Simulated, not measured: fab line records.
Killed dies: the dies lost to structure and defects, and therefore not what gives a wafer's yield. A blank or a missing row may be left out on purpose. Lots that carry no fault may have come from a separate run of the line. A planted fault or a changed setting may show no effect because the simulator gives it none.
fab line records + flow rit-cmos
[record]
- lots = 7
- wafers = 21
- last-day = 8
route steps=202 shown PWELL@44 WELLDRIVE@50 NWELL@51 NRETRO@53 M1@202
lots untouched by any fault: they come from a run of this same line in which no faults occurred
start-h: start of the lot's first displayed wafer, in hours after the record's first day + wait-h: time in hours since the lot's previous step + " the same as in the row above + L1.1+2: a single row standing in for several wafers + - no value, or no start was given + * or withheld: withheld + < > ~ a bound
route shown NAME@n: names a module that has steps shown in the file, with the first one's number in the route + usual: mean/standard deviation taken from wafers without a fault + same: alike in all rows + chamber/n: place in a boat + sites: each site's reading + _std_site: standard deviation of those values + _edge_site: the outer-site mean with the inner-site mean subtracted + radius-mm: for every site, how far away it sits from the centre of the wafer + mask NAME#n: copy n + behind: tool/chamber where the wafer was last shaped + hold: reason for holding the lot/hours on hold/outcome of the hold + device: names the non-switching transistor (n, p or np) + end of line: the same wafers' tests at the end of the route + a step without rows: its recipe alone + killed: dies that structure and defects cost at the first sort, which is not the same as the wafer's yield + map: shows each die of a wafer: x if killed, . if not, _ if none is there
set.NAME: the run value of the setting; set.NAME@STEP: its run value at that earlier step + model.NAME: the simulator's own value behind a step, which no gauge read
certain route steps with their lots: each step a table, each wafer a row
services: a tool's chamber out of use, with start hour (start-h, from the record's first day; less than 0 if before it), hours out, and reason
[[steps]]
[step RIT_PWELL_DEVELOP_05]
[recipe]
- resist = NOVOLAK
- develop-time-s = 68
- dev-temp-c = 23
[step RIT_PWELL_OVL_MEAS_06]
[usual]
- PWELL_OVL = -0.4/1.3
| lot.wafer | tool       | chamber | start-h | wait-h | PWELL_OVL[nm] |
|-----------|------------|---------|---------|--------|---------------|
| L556.2    | overlay-02 | -       | 58.09   | -      | -0.4          |
| L556.3    | "          | -       | "       | "      | -1.4          |
| L556.6    | "          | -       | "       | "      | -0.4          |
| L560.1    | overlay-01 | -       | 74.43   | -      | -0.5          |
| L560.2    | "          | -       | "       | "      | -1.8          |
| L560.4    | "          | -       | "       | "      | -0.1          |
| L563.4    | overlay-02 | -       | 93.00   | -      | 0.8           |
| L563.5    | "          | -       | "       | "      | 0.4           |
| L563.6    | "          | -       | "       | "      | 1.3           |
| L564.1    | overlay-01 | -       | 93.65   | -      | -0.9          |
| L564.2    | "          | -       | "       | "      | -1.9          |
| L564.4    | "          | -       | "       | "      | -1.0          |
| L565.2    | overlay-02 | -       | 102.59  | -      | -1.9          |
| L565.4    | "          | -       | "       | "      | -1.3          |
| L565.6    | "          | -       | "       | "      | -2.5          |
| L570.1    | overlay-02 | -       | 124.22  | -      | -0.3          |
| L570.4    | "          | -       | "       | "      | -1.1          |
| L570.6    | "          | -       | "       | "      | -0.7          |
| L571.1    | overlay-02 | -       | 131.01  | -      | -0.3          |
| L571.3    | "          | -       | "       | "      | -0.3          |
| L571.6    | "          | -       | "       | "      | -0.1          |
[step RIT_PWELL_HARDBAKE_07]
[recipe]
- resist = NOVOLAK
- temp-c = 140
- time-s = 120
[step RIT_PWELL_IMPLANT_08]
[recipe]
- species = B
- energy-kev = 170
- dose-cm2 = 7e+13
- tilt-deg = 7
[step RIT_PWELL_STRIP_09]
[recipe]
- chemistry = O2
- time-s = 180
- resist = NOVOLAK
- platen-temp-c = withheld
- power-w = 500
- pressure-mtorr = 4000
- o2-flow-sccm = 4000
[usual]
- drypump-motor-current-A = 6.0/0.33
[same]
- time-s = 180
| lot.wafer | tool            | chamber | start-h | wait-h | drypump-motor-current-A | rf-hours-counter-h |
|-----------|-----------------|---------|---------|--------|-------------------------|--------------------|
| L556.2    | plasma-asher-04 | 0       | 58.52   | 0.1    | 6.2                     | 41                 |
| L556.3    | "               | 1       | "       | "      | 6.1                     | -                  |
| L556.6    | "               | 1       | "       | "      | 6.0                     | -                  |
| L560.1    | plasma-asher-04 | 0       | 74.87   | 0.1    | 6.3                     | 43                 |
| L560.2    | "               | 1       | "       | "      | 6.0                     | 43                 |
| L560.4    | "               | 0       | "       | "      | 6.3                     | -                  |
| L563.4    | plasma-asher-03 | 0       | 93.47   | 0.1    | 5.6                     | -                  |
| L563.5    | "               | 0       | "       | "      | 5.6                     | -                  |
| L563.6    | "               | 1       | "       | "      | 6.5                     | -                  |
| L564.1    | plasma-asher-04 | 1       | 94.09   | 0.1    | 6.0                     | 45                 |
| L564.2    | "               | 0       | "       | "      | 6.3                     | 45                 |
| L564.4    | "               | 0       | "       | "      | 6.3                     | -                  |
| L565.2    | plasma-asher-04 | 0       | 103.23  | 0.1    | 6.2                     | 46                 |
| L565.4    | "               | 0       | "       | "      | 6.3                     | -                  |
| L565.6    | "               | 0       | "       | "      | 6.2                     | -                  |
| L570.1    | plasma-asher-03 | 0       | 124.82  | 0.1    | 5.6                     | 48                 |
| L570.4    | "               | 0       | "       | "      | 5.6                     | -                  |
| L570.6    | "               | 0       | "       | "      | 5.6                     | -                  |
| L571.1    | plasma-asher-04 | 0       | 131.45  | 0.1    | 6.3                     | 1                  |
| L571.3    | "               | 0       | "       | "      | 6.2                     | -                  |
| L571.6    | "               | 1       | "       | "      | 6.0                     | -                  |
[step RIT_PWELL_TW_MEAS_10]
[usual]
- PWELL_TW = 950/11
| lot.wafer | tool          | chamber | start-h | wait-h | PWELL_TW |
|-----------|---------------|---------|---------|--------|----------|
| L556.2    | film-metro-02 | -       | 58.71   | 0.1    | 940      |
| L556.3    | "             | -       | "       | "      | 936      |
| L556.6    | "             | -       | "       | "      | 933      |
| L560.1    | film-metro-03 | -       | 75.04   | 0.1    | 960      |
| L560.2    | "             | -       | "       | "      | 963      |
| L560.4    | "             | -       | "       | "      | 965      |
| L563.4    | film-metro-02 | -       | 93.62   | 0.1    | 935      |
| L563.5    | "             | -       | "       | "      | 937      |
| L563.6    | "             | -       | "       | "      | 938      |
| L564.1    | film-metro-02 | -       | 94.26   | 0.1    | 936      |
| L564.2    | "             | -       | "       | "      | 940      |
| L564.4    | "             | -       | "       | "      | 940      |
| L565.2    | film-metro-01 | -       | 103.41  | 0.1    | 962      |
| L565.4    | "             | -       | "       | "      | 952      |
| L565.6    | "             | -       | "       | "      | 957      |
| L570.1    | film-metro-03 | -       | 125.00  | 0.1    | 959      |
| L570.4    | "             | -       | "       | "      | 967      |
| L570.6    | "             | -       | "       | "      | 958      |
| L571.1    | film-metro-03 | -       | 131.62  | 0.1    | 958      |
| L571.3    | "             | -       | "       | "      | 958      |
| L571.6    | "             | -       | "       | "      | 960      |
[step RIT_WELLDRIVE_ANNEAL_00]
[recipe]
- temp-c = 1100
- time-s = 14700
- ambient = N2
[step RIT_WELLDRIVE_RS_MEAS_01]
[recipe]
- thk-meas-gauge = four-point-probe
[usual]
- NWELL_RS = 275.7/0.73
| lot.wafer | tool          | chamber | start-h | wait-h | NWELL_RS[ohm/sq] |
|-----------|---------------|---------|---------|--------|------------------|
| L556.2    | film-metro-01 | -       | 64.55   | 0.0    | 275.6            |
| L556.3    | "             | -       | "       | "      | 275.6            |
| L556.6    | "             | -       | "       | "      | 275.4            |
| L560.1    | film-metro-02 | -       | 80.74   | 0.0    | 274.8            |
| L560.2    | "             | -       | "       | "      | 275.2            |
| L560.4    | "             | -       | "       | "      | 275.5            |
| L563.4    | film-metro-02 | -       | 98.84   | 0.1    | 274.3            |
| L563.5    | "             | -       | "       | "      | 275.0            |
| L563.6    | "             | -       | "       | "      | 275.7            |
| L564.1    | film-metro-02 | -       | 99.94   | 0.0    | 275.1            |
| L564.2    | "             | -       | "       | "      | 275.0            |
| L564.4    | "             | -       | "       | "      | 275.1            |
| L565.2    | film-metro-03 | -       | 108.56  | 0.0    | 276.6            |
| L565.4    | "             | -       | "       | "      | 275.9            |
| L565.6    | "             | -       | "       | "      | 276.8            |
| L570.1    | film-metro-02 | -       | 131.65  | 0.0    | 274.8            |
| L570.4    | "             | -       | "       | "      | 275.3            |
| L570.6    | "             | -       | "       | "      | 275.2            |
| L571.1    | film-metro-03 | -       | 136.77  | 0.0    | 276.1            |
| L571.3    | "             | -       | "       | "      | 276.0            |
| L571.6    | "             | -       | "       | "      | 276.1            |
[step RIT_WELLDRIVE_RS_MEAS_02]
[recipe]
- thk-meas-gauge = four-point-probe
[usual]
- PWELL_RS = 429.7/1.4
| lot.wafer | tool          | chamber | start-h | wait-h | PWELL_RS[ohm/sq] |
|-----------|---------------|---------|---------|--------|------------------|
| L556.2    | film-metro-01 | -       | 64.67   | 0.1    | 432.0            |
| L556.3    | "             | -       | "       | "      | 429.9            |
| L556.6    | "             | -       | "       | "      | 429.7            |
| L560.1    | film-metro-02 | -       | 80.86   | 0.1    | 429.5            |
| L560.2    | "             | -       | "       | "      | 428.6            |
| L560.4    | "             | -       | "       | "      | 427.4            |
| L563.4    | film-metro-02 | -       | 98.96   | 0.1    | 429.1            |
| L563.5    | "             | -       | "       | "      | 427.9            |
| L563.6    | "             | -       | "       | "      | 428.9            |
| L564.1    | film-metro-02 | -       | 100.06  | 0.1    | 429.6            |
| L564.2    | "             | -       | "       | "      | 431.9            |
| L564.4    | "             | -       | "       | "      | 430.1            |
| L565.2    | film-metro-03 | -       | 108.68  | 0.1    | 430.2            |
| L565.4    | "             | -       | "       | "      | 429.6            |
| L565.6    | "             | -       | "       | "      | 430.1            |
| L570.1    | film-metro-02 | -       | 131.77  | 0.1    | 427.1            |
| L570.4    | "             | -       | "       | "      | 428.2            |
| L570.6    | "             | -       | "       | "      | 428.7            |
| L571.1    | film-metro-03 | -       | 136.89  | 0.1    | 429.6            |
| L571.3    | "             | -       | "       | "      | 430.7            |
| L571.6    | "             | -       | "       | "      | 429.9            |
[step RIT_NRETRO_HMDS_00]
[recipe]
- prime-time-s = 60
- prime-temp-c = 140
[step RIT_NRETRO_COAT_01]
[recipe]
- resist = NOVOLAK
- spin-rpm = 2000
- resist-thk-nm = 1300
[step RIT_NRETRO_SOFTBAKE_02]
[recipe]
- resist = NOVOLAK
- temp-c = 90
- time-s = 60
[step RIT_NRETRO_EXPOSE_03]
[recipe]
- mask-id = M4
- na = 0.57
- target-cd-nm = 43900
- dose-mj = 250
| lot.wafer  | tool             | chamber | start-h | wait-h | mask | model.NRETRO.overlay-x-nm |
|------------|------------------|---------|---------|--------|------|---------------------------|
| L556.2+3+6 | iline-stepper-02 | 0       | 65.37   | 0.3    | M4#0 | -2.535                    |
| L560.1+2+4 | iline-stepper-01 | 0       | 81.43   | 0.1    | M4#0 | -0.8014                   |
| L563.4+5+6 | iline-stepper-02 | 0       | 99.65   | 0.2    | M4#0 | 420.2                     |
| L564.1+2+4 | iline-stepper-02 | 0       | 100.63  | 0.1    | M4#0 | 420                       |
| L565.2+4+6 | iline-stepper-02 | 0       | 109.30  | 0.2    | M4#0 | 420.4                     |
| L570.1+4+6 | iline-stepper-01 | 0       | 132.34  | 0.1    | M4#0 | 2.184                     |
| L571.1+3+6 | iline-stepper-01 | 0       | 137.46  | 0.1    | M4#0 | 0.708                     |
[step RIT_NRETRO_PEB_04]
[recipe]
- resist = NOVOLAK
- temp-c = withheld
- time-s = withheld
[step RIT_NRETRO_DEVELOP_05]
[recipe]
- resist = NOVOLAK
- develop-time-s = 68
- dev-temp-c = 23
[step RIT_NRETRO_OVL_MEAS_06]
[usual]
- NRETRO_OVL = -1.4/1.3
| lot.wafer | tool       | chamber | start-h | wait-h | NRETRO_OVL[nm] |
|-----------|------------|---------|---------|--------|----------------|
| L556.2    | overlay-02 | -       | 65.79   | -      | -2.2           |
| L556.3    | "          | -       | "       | "      | -3.6           |
| L556.6    | "          | -       | "       | "      | -1.6           |
| L560.1    | overlay-01 | -       | 81.86   | -      | -2.5           |
| L560.2    | "          | -       | "       | "      | -1.3           |
| L560.4    | "          | -       | "       | "      | -1.7           |
| L563.4    | overlay-02 | -       | 100.04  | -      | 417.5          |
| L563.5    | "          | -       | "       | "      | 419.8          |
| L563.6    | "          | -       | "       | "      | 419.9          |
| L564.1    | overlay-01 | -       | 101.06  | -      | 418.6          |
| L564.2    | "          | -       | "       | "      | 418.4          |
| L564.4    | "          | -       | "       | "      | 419.6          |
| L565.2    | overlay-01 | -       | 109.72  | -      | 420.0          |
| L565.4    | "          | -       | "       | "      | 417.9          |
| L565.6    | "          | -       | "       | "      | 418.3          |
| L570.1    | overlay-02 | -       | 132.77  | -      | 1.3            |
| L570.4    | "          | -       | "       | "      | 0.7            |
| L570.6    | "          | -       | "       | "      | 0.5            |
| L571.1    | overlay-02 | -       | 137.89  | -      | -0.8           |
| L571.3    | "          | -       | "       | "      | -0.4           |
| L571.6    | "          | -       | "       | "      | -1.6           |
[step RIT_NRETRO_HARDBAKE_07]
[recipe]
- resist = NOVOLAK
- temp-c = 140
- time-s = 120
[step RIT_M1_PROBE_99]
[usual]
- killed-at-contacts = 0.1/0.23
- killed-at-front-end = 6.2/2.8
- killed-dies = 6.3/2.7
- killed-open = 3.1/2
- killed-short = 3.2/1.8
[same]
- gross-dies = 264
- killed_at_M0_to_M3 = 0
- killed_at_M4_up = 0
- killed-at-back-side = 0
- killed-at-other = 0
| lot.wafer | tool      | chamber | start-h | wait-h | killed-at-contacts | killed-at-front-end | killed-dies | killed-open | killed-short | model.etest.well-edge-left.line-ohm-um | model.etest.retro-edge-pmos.off-log10-a-um | model.etest.retro-edge-nmos.off-log10-a-um |
|-----------|-----------|---------|---------|--------|--------------------|---------------------|-------------|-------------|--------------|----------------------------------------|--------------------------------------------|--------------------------------------------|
| L556.2    | prober-02 | -       | 97.51   | 0.1    | 0                  | 6                   | 6           | 4           | 2            | 181.1                                  | -10.58                                     | -10.1                                      |
| L556.3    | prober-02 | -       | 97.56   | 0.2    | 0                  | 4                   | 4           | 3           | 1            | 183.7                                  | -10.4                                      | -10.16                                     |
| L556.6    | prober-02 | -       | 97.71   | 0.2    | 0                  | 8                   | 8           | 5           | 3            | 183.2                                  | -10.44                                     | -10.46                                     |
| L560.1    | prober-01 | -       | 112.10  | 0.1    | 0                  | 4                   | 4           | 2           | 2            | 180.3                                  | -10.21                                     | -9.793                                     |
| L560.2    | prober-01 | -       | 112.15  | 0.1    | 0                  | 5                   | 5           | 3           | 2            | 182.6                                  | -10.31                                     | -10.07                                     |
| L560.4    | prober-01 | -       | 112.25  | 0.2    | 1                  | 5                   | 6           | 3           | 3            | 181.5                                  | -10.22                                     | -9.888                                     |
| L563.4    | prober-02 | -       | 127.66  | 0.2    | 0                  | 5                   | 5           | 3           | 2            | 189.3                                  | -7.658                                     | -6.963                                     |
| L563.5    | prober-02 | -       | 127.71  | 0.2    | 0                  | 4                   | 4           | 4           | 0            | 187.2                                  | -7.836                                     | -7.284                                     |
| L563.6    | prober-02 | -       | 127.76  | 0.2    | 0                  | 7                   | 7           | 5           | 2            | 186.2                                  | -7.634                                     | -7.303                                     |
| L564.1    | prober-01 | -       | 132.89  | 0.1    | 0                  | 5                   | 5           | 3           | 2            | 186.1                                  | -7.458                                     | -7.477                                     |
| L564.2    | prober-01 | -       | 132.94  | 0.1    | 0                  | 11                  | 11          | 6           | 5            | 186.9                                  | -7.507                                     | -7.5                                       |
| L564.4    | prober-01 | -       | 133.04  | 0.2    | 0                  | 9                   | 9           | 4           | 5            | 187.7                                  | -7.491                                     | -7.491                                     |
| L565.2    | prober-02 | -       | 140.12  | 0.1    | 0                  | 3                   | 3           | 1           | 2            | 189                                    | -7.163                                     | -7.274                                     |
| L565.4    | prober-02 | -       | 140.22  | 0.2    | 0                  | 4                   | 4           | 2           | 2            | 189.8                                  | -7.151                                     | -7.004                                     |
| L565.6    | prober-02 | -       | 140.32  | 0.2    | 0                  | 1                   | 1           | 1           | 0            | 188                                    | -7.133                                     | -7.29                                      |
| L570.1    | prober-01 | -       | 179.90  | 0.1    | 0                  | 3                   | 3           | 3           | 0            | 186.6                                  | -10.56                                     | -10.37                                     |
| L570.4    | prober-01 | -       | 180.05  | 0.2    | 0                  | 2                   | 2           | 0           | 2            | 183.9                                  | -10.05                                     | -10.12                                     |
| L570.6    | prober-01 | -       | 180.15  | 0.2    | 0                  | 4                   | 4           | 1           | 3            | 182.3                                  | -10.23                                     | -10.24                                     |
| L571.1    | prober-01 | -       | 181.40  | 0.1    | 0                  | 4                   | 4           | 2           | 2            | 184.2                                  | -10.12                                     | -9.662                                     |
| L571.3    | prober-01 | -       | 181.50  | 0.2    | 0                  | 7                   | 7           | 2           | 5            | 184.4                                  | -9.857                                     | -9.397                                     |
| L571.6    | prober-01 | -       | 181.65  | 0.2    | 0                  | 9                   | 9           | 5           | 4            | 184.4                                  | -10.17                                     | -9.677                                     |
// killed by level:class
L556.2 FOX1:geometric-particle:open=1 FOX2:geometric-particle:open=1 GATE:geometric-particle:short=1 REOX:geometric-particle:short=1 SPACER:geometric-particle:open=1 SILICIDE:geometric-particle:open=1
L556.3 FOX1:geometric-particle:short=1 FOX2:geometric-particle:open=1 GATE:geometric-particle:open=1 SILICIDE:geometric-particle:open=1
L556.6 FOX1:geometric-particle:open=2 GATE:geometric-particle:open=1 GATE:geometric-particle:short=1 REOX:geometric-particle:open=1 SPACER:geometric-particle:short=1 SPACER:geometric-particle:open=1 STARTING-WAFER:geometric-particle:short=1
L560.1 FOX1:geometric-particle:short=1 FOX1:geometric-particle:open=1 GATE:geometric-particle:open=1 GATE:geometric-particle:short=1
L560.2 FOX1:geometric-particle:open=2 FOX1:geometric-particle:short=1 FOX2:geometric-particle:short=1 GATE:geometric-particle:open=1
L560.4 FOX1:geometric-particle:open=2 FOX1:geometric-particle:short=1 GATE:geometric-particle:short=1 REOX:geometric-particle:open=1 CONTACT:geometric-particle:short=1
L563.4 GATE:geometric-particle:open=2 FOX1:geometric-particle:short=1 FOX1:geometric-particle:open=1 GATE:geometric-particle:short=1
L563.5 GATE:geometric-particle:open=4
L563.6 FOX1:geometric-particle:open=4 FOX2:geometric-particle:short=1 SILICIDE:geometric-particle:short=1 SILICIDE:geometric-particle:open=1
L564.1 GATE:geometric-particle:open=2 GATE:geometric-particle:short=1 SPACER:geometric-particle:open=1 SILICIDE:geometric-particle:short=1
L564.2 GATE:geometric-particle:open=4 REOX:geometric-particle:short=3 REOX:geometric-particle:open=2 FOX2:geometric-particle:short=1 GATE:geometric-particle:short=1
L564.4 GATE:geometric-particle:open=2 FOX1:geometric-particle:short=1 FOX2:geometric-particle:short=1 GATE:geometric-particle:short=1 REOX:geometric-particle:open=1 REOX:geometric-particle:short=1 SILICIDE:geometric-particle:short=1 SILICIDE:geometric-particle:open=1
L565.2 FOX1:geometric-particle:short=1 FOX1:geometric-particle:open=1 GATE:geometric-particle:short=1
L565.4 SILICIDE:geometric-particle:short=2 GATE:geometric-particle:open=1 SILICIDE:geometric-particle:open=1
L565.6 GATE:geometric-particle:open=1
L570.1 SPACER:geometric-particle:open=2 REOX:geometric-particle:open=1
L570.4 GATE:geometric-particle:short=1 SILICIDE:geometric-particle:short=1
L570.6 FOX2:geometric-particle:short=1 GATE:geometric-particle:open=1 GATE:geometric-particle:short=1 SPACER:geometric-particle:short=1
L571.1 FOX1:geometric-particle:short=1 GATE:geometric-particle:open=1 REOX:geometric-particle:open=1 SPACER:geometric-particle:short=1
L571.3 GATE:geometric-particle:short=2 FOX1:geometric-particle:short=1 FOX2:geometric-particle:open=1 REOX:geometric-particle:open=1 REOX:geometric-particle:short=1 STARTING-WAFER:geometric-particle:short=1
L571.6 GATE:geometric-particle:short=3 FOX2:geometric-particle:open=1 FOX2:geometric-particle:short=1 GATE:geometric-particle:open=1 REOX:geometric-particle:open=1 SPACER:geometric-particle:open=1 SILICIDE:geometric-particle:open=1
[[services]]
| tool             | chamber | start-h | hours | kind       |
|------------------|---------|---------|-------|------------|
| iline-stepper-02 | -       | 39.52   | 1.7   | pm         |
| plasma-asher-04  | -       | 45.85   | 1.2   | repair     |
| iline-stepper-01 | -       | 64.65   | 1.1   | repair     |
| plasma-asher-04  | -       | 108.75  | 9.0   | pm         |
| plasma-asher-04  | 0       | 108.75  | 9.0   | vent-cycle |
| plasma-asher-04  | 1       | 108.75  | 9.0   | vent-cycle |
| plasma-asher-04  | 0       | 117.75  | -     | clean      |
| plasma-asher-04  | 1       | 117.75  | -     | clean      |
[[key]]
[first-sign]
- step = RIT_NRETRO_OVL_MEAS_06
- reading = NRETRO_OVL
- direction = up
- sigmas = 99+
- usual = -1.4
- struck = 418.9
effect none on later readings
[model-effect]
- step = RIT_NRETRO_EXPOSE_03
- value = NRETRO.overlay-x-nm
- without = 0.2159
- struck = 420.2
[model-effect]
- step = RIT_M1_PROBE_99
- value = etest.well-edge-left.line-ohm-um
- without = 182.4
- struck = 187.8
met-at RIT_NRETRO_EXPOSE_03
struck-wafers L563.4,L563.5,L563.6,L564.1,L564.2,L564.4,L565.2,L565.4,L565.6
tester-left-out L563,L564,L565
onset-between 65.37 99.65
[fault]
- kind = scanner-matching-overlay
- tool = iline-stepper-02
- chamber = -
- onset-h = 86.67
- steps = RIT_NRETRO_EXPOSE_03
- offset = 420
// tester-left-out: of these lots the tester's yield and bins aren't shown, on N5 and GAA mostly nor the transistor test; their killed dies are dies lost to structure and defects alone, not to doping, threshold or leakage, so they don't give the yield
